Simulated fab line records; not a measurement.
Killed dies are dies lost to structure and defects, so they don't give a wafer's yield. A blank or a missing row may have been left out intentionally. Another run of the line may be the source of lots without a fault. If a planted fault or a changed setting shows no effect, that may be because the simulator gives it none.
Which tool did it? ; flow berkeley-cmos170 ; 42 wafers from 14 lots sampled at 5 of the route's 331 steps

## WHAT EACH GAUGE READ, for each wafer
UCB170_ACTIVE_THK_MEAS_03.
lot;measured;on;ACTIVE_OXIDE_THK (nm)
L149;day 4 06:21;film-metro-02;25.9 26.0 25.8
L151;day 4 20:32;film-metro-02;25.6 25.6 25.8
L152;day 5 04:23;film-metro-03;26.1 26.5 26.3
L153;day 5 04:23;film-metro-04;26.1 26.4 26.4
L154;day 5 04:23;film-metro-02;26.5 26.7 26.5
L157;day 6 06:06;film-metro-04;27.2 26.7 26.8
L156;day 6 06:07;film-metro-03;26.7 26.4 26.3
L158;day 6 11:53;film-metro-02;26.2 25.7 26.1
L159;day 6 16:05;film-metro-02;25.2 25.7 25.0
L160;day 6 16:07;film-metro-03;24.9 25.2 25.2
L162;day 7 04:10;film-metro-04;26.2 26.6 26.6
L164;day 7 14:31;film-metro-03;26.5 26.1 26.6
L169;day 9 02:28;film-metro-04;26.1 26.0 26.6
L171;day 9 09:20;film-metro-02;26.1 26.3 26.2

UCB170_FIELD_THK_MEAS_91.
lot;measured;on;FIELD_OXIDE_LEFT_2_THK (nm)
L149;day 6 09:31;film-metro-04;356 357 356
L151;day 7 01:25;film-metro-01;363 367 365
L152;day 7 09:53;film-metro-03;365 360 375
L153;day 7 10:08;film-metro-04;365 370 361
L154;day 7 10:23;film-metro-01;373 369 374
L157;day 8 04:43;film-metro-01;335 347 352
L156;day 8 04:00;film-metro-04;374 364 370
L158;day 8 16:06;film-metro-04;362 362 365
L159;day 8 16:12;film-metro-03;355 355 357
L160;day 8 15:56;film-metro-03;347 351 345
L162;day 9 05:59;film-metro-04;356 350 354
L164;day 9 20:05;film-metro-03;370 377 369
L169;day 11 09:10;film-metro-04;344 339 352
L171;day 11 23:32;film-metro-04;344 362 344

UCB170_SDANNEAL_RS_MEAS_05: measures by four-point-probe.
lot;measured;on;NLDD_RS (ohm/sq)
L149;day 7 18:09;film-metro-03;615.2 616.6 616.6
L151;day 8 09:54;film-metro-03;615.7 615.4 614.9
L152;day 8 17:55;film-metro-02;617.1 615.8 616.5
L153;day 8 18:04;film-metro-03;614.6 616.5 615.4
L154;day 8 17:42;film-metro-04;617.2 617.4 617.9
L157;day 9 10:07;film-metro-02;614.9 616.4 616.0
L156;day 9 10:29;film-metro-04;617.7 617.6 617.5
L158;day 10 04:48;film-metro-03;618.6 614.3 615.7
L159;day 10 05:00;film-metro-04;618.0 617.4 617.4
L160;day 10 04:46;film-metro-02;616.8 615.9 616.1
L162;day 10 12:32;film-metro-03;614.3 613.8 614.4
L164;day 11 07:14;film-metro-04;644.5 644.7 643.1
L169;day 13 02:55;film-metro-03;642.1 641.0 642.6
L171;day 13 11:06;film-metro-02;617.2 615.0 617.9

## TOOL THAT RAN EACH LOT (tool first, then ch and the chambers of the sampled wafers, then the start)
lot;UCB170_NLDD_IMPLANT_08;UCB170_SDANNEAL_RTA_00
L149;implanter-04 ch 0, day 7 02:04;rtp-anneal-02 ch 0, day 7 17:40
L151;implanter-04 ch 0, day 7 20:45;rtp-anneal-02 ch 0, day 8 09:24
L152;implanter-04 ch 0, day 8 05:29;rtp-anneal-02 ch 0, day 8 17:26
L153;implanter-01 ch 0, day 8 04:56;rtp-anneal-01 ch 0, day 8 17:35
L154;implanter-01 ch 0, day 8 04:23;rtp-anneal-01 ch 0, day 8 17:13
L157;implanter-01 ch 0, day 8 20:32;rtp-anneal-02 ch 0, day 9 09:37
L156;implanter-01 ch 0, day 8 21:10;rtp-anneal-01 ch 0, day 9 09:59
L158;implanter-04 ch 0, day 9 17:41;rtp-anneal-02 ch 0, day 10 04:19
L159;implanter-01 ch 0, day 9 18:00;rtp-anneal-01 ch 0, day 10 04:31
L160;implanter-01 ch 0, day 9 17:23;rtp-anneal-01 ch 0, day 10 04:15
L162;implanter-01 ch 0, day 9 23:11;rtp-anneal-01 ch 0, day 10 12:03
L164;implanter-01 ch 0, day 10 16:20;rtp-anneal-01 ch 0, day 11 06:45
L169;implanter-01 ch 0, day 12 08:11;rtp-anneal-01 ch 0, day 13 02:26
L171;implanter-04 ch 0, day 12 19:18;rtp-anneal-02 ch 0, day 13 10:16
- UCB170_NLDD_IMPLANT_08
- UCB170_SDANNEAL_RTA_00: time 10 s.

## AS READ BY THE TOOLS THEMSELVES (means over the sampled wafers that have a number; for cases with no such wafer, the mark the record gives instead)
UCB170_NLDD_IMPLANT_08.
lot;tool;dose-ions-cm2;faraday-current-uA
L149;implanter-04;4.995e+13;159
L151;implanter-04;5.000e+13;159
L152;implanter-04;4.999e+13;158
L153;implanter-01;4.994e+13;160
L154;implanter-01;5.000e+13;161
L157;implanter-01;5.005e+13;154
L156;implanter-01;5.002e+13;159
L158;implanter-04;5.001e+13;155
L159;implanter-01;5.002e+13;158
L160;implanter-01;4.996e+13;158
L162;implanter-01;4.999e+13;160
L164;implanter-01;4.408e+13;139
L169;implanter-01;4.416e+13;140
L171;implanter-04;5.005e+13;162

UCB170_SDANNEAL_RTA_00.
lot;tool;lamp-power-pct (%);wafer_temp_C_max
L149;rtp-anneal-02;25.1;903.9
L151;rtp-anneal-02;25.1;902.3
L152;rtp-anneal-02;25.1;902.5
L153;rtp-anneal-01;27.1;904.0
L154;rtp-anneal-01;27.1;903.8
L157;rtp-anneal-02;25.1;903.6
L156;rtp-anneal-01;27.1;902.8
L158;rtp-anneal-02;25.1;902.5
L159;rtp-anneal-01;27.1;904.6
L160;rtp-anneal-01;27.1;903.9
L162;rtp-anneal-01;27.1;903.6
L164;rtp-anneal-01;27.1;903.6
L169;rtp-anneal-01;27.1;904.4
L171;rtp-anneal-02;25.1;903.1

## THE ANSWER, worked out from the rows above alone
Rule: the usual values come from the lots themselves. The widest of any qualifying gaps counts: lots, ordered by their means at a reading, are off when they make up no more than a third of the lots, leave a main group of 4 or more, and stand apart from it by 3 or more times the standard deviation of that group's means. If all means in a main group match to the digits the tables above print for the reading, that group is not used. A lot without any number at a reading at which 4 lots or more have one is off too. Where the step has rows for the other lots, those lots are counted as sound. First the gauges in route order, then the tools' own readings, where a lot's mean is used as printed above. At the first step where some lot is off, the reading lying furthest off is the one used; lots without a number count as furthest.
Off: at UCB170_SDANNEAL_RS_MEAS_05 (NLDD_RS), L164, L169. For the main group the mean is 616.3 ohm/sq and the standard deviation 0.98.
If a tool, at a process step before that reading, ran all the lots that are off and no sound lot after the first of them, it fits. The gauges at UCB170_SDANNEAL_RS_MEAS_05 aren't tried: what is off there is off at UCB170_NLDD_IMPLANT_08 too, on other tools, and a gauge's error can't cause that. This does not decide it: 2 tools fit, namely implanter-01 at UCB170_NLDD_IMPLANT_08 and rtp-anneal-01 at UCB170_SDANNEAL_RTA_00.

## WHAT THE SIMULATOR HAD INSERTED
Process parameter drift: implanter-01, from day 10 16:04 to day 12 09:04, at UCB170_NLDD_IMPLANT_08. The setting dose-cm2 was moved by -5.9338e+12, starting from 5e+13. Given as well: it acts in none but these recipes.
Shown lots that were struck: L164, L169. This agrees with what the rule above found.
